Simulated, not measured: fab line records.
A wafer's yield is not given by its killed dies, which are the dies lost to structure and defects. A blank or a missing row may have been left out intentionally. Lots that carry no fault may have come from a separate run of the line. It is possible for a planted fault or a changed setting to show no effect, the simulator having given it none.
Problem report in the 8D (eight disciplines) form, filled by code	flow berkeleyCmos170	the parts of the form that need people (team, actions taken, sign-off) are left out

== 1. WHAT WENT WRONG ==
Mean PVT_TW at UCB170_PVT_TW_MEAS_09: 1067 over 9 wafers in 3 lots; fault-free wafers: 513, standard deviation 4.9. That is +99 or more standard deviations from the usual mean.
Seen first at day 9 06:37 on filmMetro-03, wafer L812.1. The record holds 45 wafers of 15 lots with a number at this step. By rule, "out" or "out of limits" means more than 4 standard deviations away from the usual mean. The rest of the wafers with a number are treated as sound.

== 2. WHAT IT IS, AND WHAT IT ISN'T ==
question	is	is not
which readings at this step	PVT_TW	-
which lots	L812, L813, L816	L801, L802, L803, L804, L805, L808, L809, L814, L818, L819, L821, L822
which wafers of those lots	all that have a number	-
read on which gauges	filmMetro-03, filmMetro-04	filmMetro-02
when	from day 9 06:37	up to then (21 sound wafers); but 15 sound wafers of L814, L818, L819, L821, L822 came after

== 3. THE SUSPECTS, EACH WITH WHAT RULES IT OUT ==
Counting: a tool stays on the suspect list if, at a process step up to the reading, it processed all lots that are out and no sound lot following the first of them.
- ruled out: the gauge at UCB170_PVT_TW_MEAS_09. 2 gauges (filmMetro-03, filmMetro-04) read the wafers that are out.
- implanter-01 at UCB170_PVT_IMPLANT_07: kept. It processed each lot that is out, first L812 at day 9 06:22, and no sound lot thereafter; up to then, the last sound lot it processed was L808 at day 8 18:09. On those wafers its own readings are out: doseIonsCm2, faradayCurrentUA.
Remaining after the count: implanter-01 at UCB170_PVT_IMPLANT_07.

== 4. THE CAUSE (what the simulator had put in) ==
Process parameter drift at UCB170_PVT_IMPLANT_07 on implanter-01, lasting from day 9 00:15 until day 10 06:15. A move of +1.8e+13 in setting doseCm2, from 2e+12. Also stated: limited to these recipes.
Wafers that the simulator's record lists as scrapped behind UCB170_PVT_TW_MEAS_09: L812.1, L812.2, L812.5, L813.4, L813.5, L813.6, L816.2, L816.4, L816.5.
Counting left only this tool.

== 5. THE CHAIN OF EFFECTS, in route order ==
Each row: a reading whose mean over the struck wafers that have a number lies more than 3 standard deviations from the usual. Scope: only readings with a usual standard deviation given in the record; hours: median across lots of the time from each lot's start at the first step in this table that gives one to its start at this step; sigmas: change in usual standard deviations.
hours	step	reading	usual	on struck wafers	change	sigmas
0	UCB170_PVT_IMPLANT_07	doseIonsCm2	2.0003e+12	2.0000e+13	+1.8000e+13	+99 or more
0	UCB170_PVT_IMPLANT_07	faradayCurrentUA	6.36	64.21	+57.85	+99 or more
0	UCB170_PVT_TW_MEAS_09	PVT_TW	513	1067	+554	+99 or more
Its process steps:
- UCB170_PVT_IMPLANT_07

== 6. WHAT WOULD HAVE CAUGHT IT SOONER ==
6 hours passed between the start of the fault at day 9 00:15 and the first reading out of limits at a measuring or inspecting step in this record, taken at day 9 06:37.
Tool's own readings at UCB170_PVT_IMPLANT_07, doseIonsCm2, faradayCurrentUA: out on all struck wafers the step has rows for; an alarm limit on them would have tripped on the first.
Of the lots that are out (3), L813, L816 began UCB170_PVT_IMPLANT_07 on implanter-01 after day 9 06:37. A hold on the tool at that time would have spared those 2.
